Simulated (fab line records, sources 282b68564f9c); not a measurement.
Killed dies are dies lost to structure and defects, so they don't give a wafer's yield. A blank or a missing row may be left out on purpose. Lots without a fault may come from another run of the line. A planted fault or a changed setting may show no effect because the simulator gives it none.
Tool commonality check | flow rit_cmos | 13 lots, 39 wafers sampled

WHY IT WAS OPENED
At RIT_GATE_CD_MEAS_16 the reading cd_nm is flagged on 1 of 13 lots. Wafers without a fault read 149.6 nm, standard deviation 2.2.
Rule: a lot is flagged when every wafer of it that has a number lies more than 4 standard deviations from that mean, or none has a number. The other lots count as sound.

lot  | measured    | on        | cd_nm (nm), wafer by wafer | flag
L471 | day 2 18:34 | cd_sem-02 | 147.8 149.5 149.7          |
L472 | day 2 21:14 | cd_sem-02 | 153.6 154.8 151.8          |
L473 | day 2 23:02 | cd_sem-02 | 150.7 147.8 147.8          |
L476 | day 3 16:01 | cd_sem-02 | 147.8 148.0 146.6          |
L477 | day 3 19:09 | cd_sem-02 | 151.2 151.6 148.0          |
L478 | day 3 23:05 | cd_sem-02 | 148.5 150.0 150.0          |
L479 | day 4 04:28 | cd_sem-02 | 146.5 147.9 146.3          |
L480 | day 4 10:28 | cd_sem-01 | 166.0 164.8 164.4          | FLAGGED
L489 | day 6 08:08 | cd_sem-01 | 152.6 151.5 152.9          |
L490 | day 6 12:49 | cd_sem-02 | 153.9 152.2 152.0          |
L491 | day 6 17:21 | cd_sem-02 | 147.7 149.5 148.5          |
L493 | day 7 02:33 | cd_sem-02 | 147.3 146.1 145.9          |
L494 | day 7 07:23 | cd_sem-02 | 145.4 147.9 147.4          |
The numbers of the flagged lots are 165.1 nm on average: +15.5 nm against the usual, or +7 standard deviations.

WHICH TOOL RAN EACH LOT
The record holds 1 process step before the reading, out of a route of 202 steps. In each cell: the tool, then ch and the chambers that the sampled wafers went through, then the start.
lot  | flag    | RIT_GATE_EXPOSE_13
L471 |         | iline_stepper-01 ch 0, day 2 18:10
L472 |         | iline_stepper-02 ch 0, day 2 20:50
L473 |         | iline_stepper-02 ch 0, day 2 22:38
L476 |         | iline_stepper-02 ch 0, day 3 15:37
L477 |         | iline_stepper-02 ch 0, day 3 18:45
L478 |         | iline_stepper-01 ch 0, day 3 22:41
L479 |         | iline_stepper-01 ch 0, day 4 04:04
L480 | FLAGGED | iline_stepper-01 ch 0, day 4 10:01
L489 |         | iline_stepper-01 ch 0, day 6 07:44
L490 |         | iline_stepper-01 ch 0, day 6 12:25
L491 |         | iline_stepper-01 ch 0, day 6 16:57
L493 |         | iline_stepper-02 ch 0, day 7 02:09
L494 |         | iline_stepper-01 ch 0, day 7 06:57
What these steps do:
- RIT_GATE_EXPOSE_13: exposes mask M6, target cd 150 nm.
- RIT_GATE_CD_MEAS_16: target cd 150 nm.

FLAGGED OVER TOTAL, TOOL BY TOOL (the gauges that took the reading come last)
step                | tool             | lots run | flagged | share of the flagged lots | sound lots run after its first flagged lot
RIT_GATE_EXPOSE_13  | iline_stepper-01 | 8        | 1       | all                       | 4 (L489,L490,L491,L494)
RIT_GATE_EXPOSE_13  | iline_stepper-02 | 5        | 0       | none                      | -
RIT_GATE_CD_MEAS_16 | cd_sem-01        | 2        | 1       | all                       | 1 (L489)
RIT_GATE_CD_MEAS_16 | cd_sem-02        | 11       | 0       | none                      | -

WHAT THE TABLE ALLOWS
2 rows of the table ran every flagged lot: iline_stepper-01 at RIT_GATE_EXPOSE_13, cd_sem-01 at RIT_GATE_CD_MEAS_16.
- iline_stepper-01 at RIT_GATE_EXPOSE_13: 1 of its 8 lots flagged. Sound lots ran on it after the first flagged one (L489, L490, L491, L494), which a lasting fault on the whole tool wouldn't allow.
- cd_sem-01 at RIT_GATE_CD_MEAS_16: 1 of its 2 lots flagged. Sound lots ran on it after the first flagged one (L489), which a lasting fault on the whole tool wouldn't allow.
No row of the table ran every flagged lot and no sound lot after the first.

WHAT THE SIMULATOR HAD PUT IN
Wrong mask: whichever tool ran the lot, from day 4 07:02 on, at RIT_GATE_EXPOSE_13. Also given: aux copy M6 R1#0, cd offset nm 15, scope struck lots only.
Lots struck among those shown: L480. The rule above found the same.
